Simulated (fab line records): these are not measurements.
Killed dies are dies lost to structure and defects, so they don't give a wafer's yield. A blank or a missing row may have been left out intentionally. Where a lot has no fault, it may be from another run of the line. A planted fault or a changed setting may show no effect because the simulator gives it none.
Struck lot and sound lot, side by side / flow ritCmos / 12 out of 202 route steps
Sound: wafers L659.1, L659.3, L659.6. Struck: wafers L667.3, L667.5, L667.6. The cause is given at the end.
Order at every step that has rows: each side's tool, ch and its chambers, its first start. Under that, the readings that differ: sound wafers / struck wafers / difference of the means / sigmas: that difference in standard deviations of wafers without a fault.
alike: same words and numbers on both sides, and readings whose means sit less than 2 such deviations apart. not compared: any withheld reading, any reading some wafer has no value for, any bound like >300 that may hide the same value, and any number with overlapping values for which the record gives no deviation.
A row with sigmas, a row that says differs or no value, or rows on one side alone: a step with any of these is where the two part. Numbers that have no deviation but don't overlap get no sigmas and don't part them. A reading that every wafer of one side lacks parts them only if that side has two wafers or more.

RIT_ACTIVE_BOW_MEAS_00:
  struck on filmMetro-01, day 4 18:02; sound on filmMetro-03, day 3 02:00
  alike: INCOMING_BOW
then, 1 step without rows for these wafers: RIT_ACTIVE_OXIDATION_01 (target thk 46.8 nm, ox time 3360 s).
RIT_ACTIVE_THK_MEAS_02:
  struck on filmMetro-02, day 4 20:04; sound on filmMetro-01, day 3 04:07
  alike: ACTIVE_OXIDE_THK
then, 1 step without rows for these wafers: RIT_ACTIVE_CVD_03 (deposits Si3N4 from SiH2Cl2/NH3, target thk 150 nm, time 1500 s).
RIT_ACTIVE_THK_MEAS_04:
  struck on filmMetro-01, day 4 21:33; sound on filmMetro-02, day 3 05:35
  alike: ACTIVE_NITRIDE_THK
then, 5 steps without rows for these wafers: RIT_ACTIVE_HMDS_05 (prime time 60 s); RIT_ACTIVE_COAT_06 (resist thk 1000 nm); RIT_ACTIVE_SOFTBAKE_07 (time 60 s); RIT_ACTIVE_EXPOSE_08 (exposes mask M1, target cd 1400 nm); RIT_ACTIVE_PEB_09.
RIT_ACTIVE_DEVELOP_10: develop time 50 s.
  sound on lithoTrack-04 ch 0, day 3 06:00; struck on lithoTrack-02, day 4 22:00
  no value came back on the struck wafers for chillPlateTempC (C), developTimeS (s); on the sound wafers chillPlateTempC (C) reads 22.99 23.00 23.13
RIT_ACTIVE_CD_MEAS_11 targets a cd of 1400 nm.
  struck on cdSem-02, day 4 22:41; sound on cdSem-01, day 3 06:39
reading=cdNm (nm); sound=1401.8 1403.1 1404.0; struck=- - -; difference=no value on the struck wafers; sigmas=

WHERE THEY PART
First at RIT_ACTIVE_DEVELOP_10; last, within this record, at RIT_ACTIVE_CD_MEAS_11.

WHY: what the simulator had put in
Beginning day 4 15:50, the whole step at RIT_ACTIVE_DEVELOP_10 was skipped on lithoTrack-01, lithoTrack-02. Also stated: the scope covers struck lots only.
